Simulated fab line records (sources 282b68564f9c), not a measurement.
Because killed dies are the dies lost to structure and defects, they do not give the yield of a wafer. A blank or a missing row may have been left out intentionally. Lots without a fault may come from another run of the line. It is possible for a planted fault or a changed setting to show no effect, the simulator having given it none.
A single fault, viewed from 2 desks -- flow rit_cmos -- numbers are kept per desk, each desk with only its own; the story behind them comes last

THE TOOL OWNER'S DESK: lpcvd-02
The tool's own readings at RIT_ACTIVE_CVD_03 (deposits Si3N4 from SiH2Cl2/NH3, target thk 150 nm, time 1500 s): means of the sampled wafers that have a number, for each lot that ran on this tool. Marked OUT: a lot whose mean sits more than 4 standard deviations from the usual mean, which makes it out of limits; the brackets give that distance.
Columns: A = spike_tc_centre_C at RIT_ACTIVE_CVD_03, usual 811.9 C; B = spike_tc_load_C at RIT_ACTIVE_CVD_03, usual 833.3 C; C = spike_tc_source_C at RIT_ACTIVE_CVD_03, usual 831.6 C; D = susceptor_temp_C at RIT_ACTIVE_CVD_03, usual 810.0 C; E = zone_power_source_pct at RIT_ACTIVE_CVD_03, usual 20.2 %
lot,first seen here,A,B,C,D,E
L995,day 1 12:07,810.9,833.5,834.6,810.4,19.9
L996,day 1 17:07,811.1,834.3,833.3,810.3,20.0
L998,day 2 03:07,813.8,835.8,831.4,809.9,22.1
L102,day 3 00:50,799.9 (-8.0) OUT,822.5 (-4.9) OUT,818.8 (-5.8) OUT,796.1 (-38) OUT,21.4
This desk finds L102 out of limits, L102 being first, at day 3 00:50 (spike_tc_centre_C at RIT_ACTIVE_CVD_03). L995, L996, L998 stayed within limits.

METROLOGY DESK
Means of the sampled wafers that have a number, per lot and without regard to the tool the lot ran on: this is what the gauges read. Marked OUT: a lot whose mean sits more than 4 standard deviations from the usual mean, which makes it out of limits; the brackets give that distance.
Columns: A = ACTIVE_NITRIDE_THK at RIT_ACTIVE_THK_MEAS_04, usual 150.1 nm
lot,first seen here,A
L995,day 1 13:33,149.7
L996,day 1 18:32,149.4
L998,day 2 04:32,148.2
L999,day 2 09:32,150.6
L102,day 3 02:15,116.9 (-26) OUT
L107,day 4 01:32,150.5
L109,day 4 11:33,148.7
L110,day 4 16:32,151.5
L112,day 5 02:32,152.0
L114,day 5 12:32,150.1
L118,day 6 09:08,150.2
This desk finds L102 out of limits, with the earliest case on L102 at day 3 02:15 (ACTIVE_NITRIDE_THK at RIT_ACTIVE_THK_MEAS_04). L995, L996, L998, L999, L107, L109, L110, L112, L114, L118 stayed within limits.

PUT TOGETHER
At day 3 00:50, on L102, the tool owner's desk was in a position to raise an alarm.
At day 3 02:15 the metrology desk could have sounded an alarm, on L102.
On lpcvd-02, each named lot ran RIT_ACTIVE_CVD_03.

WHAT HAD BEEN PUT IN BY THE SIMULATOR
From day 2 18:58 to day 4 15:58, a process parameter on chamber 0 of lpcvd-02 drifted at RIT_ACTIVE_CVD_03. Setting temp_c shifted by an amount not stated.
Struck lots among those shown: L102.
Time in hours from fault onset to the first out-of-limits reading at each desk: tool owner's desk 6, metrology desk 7.
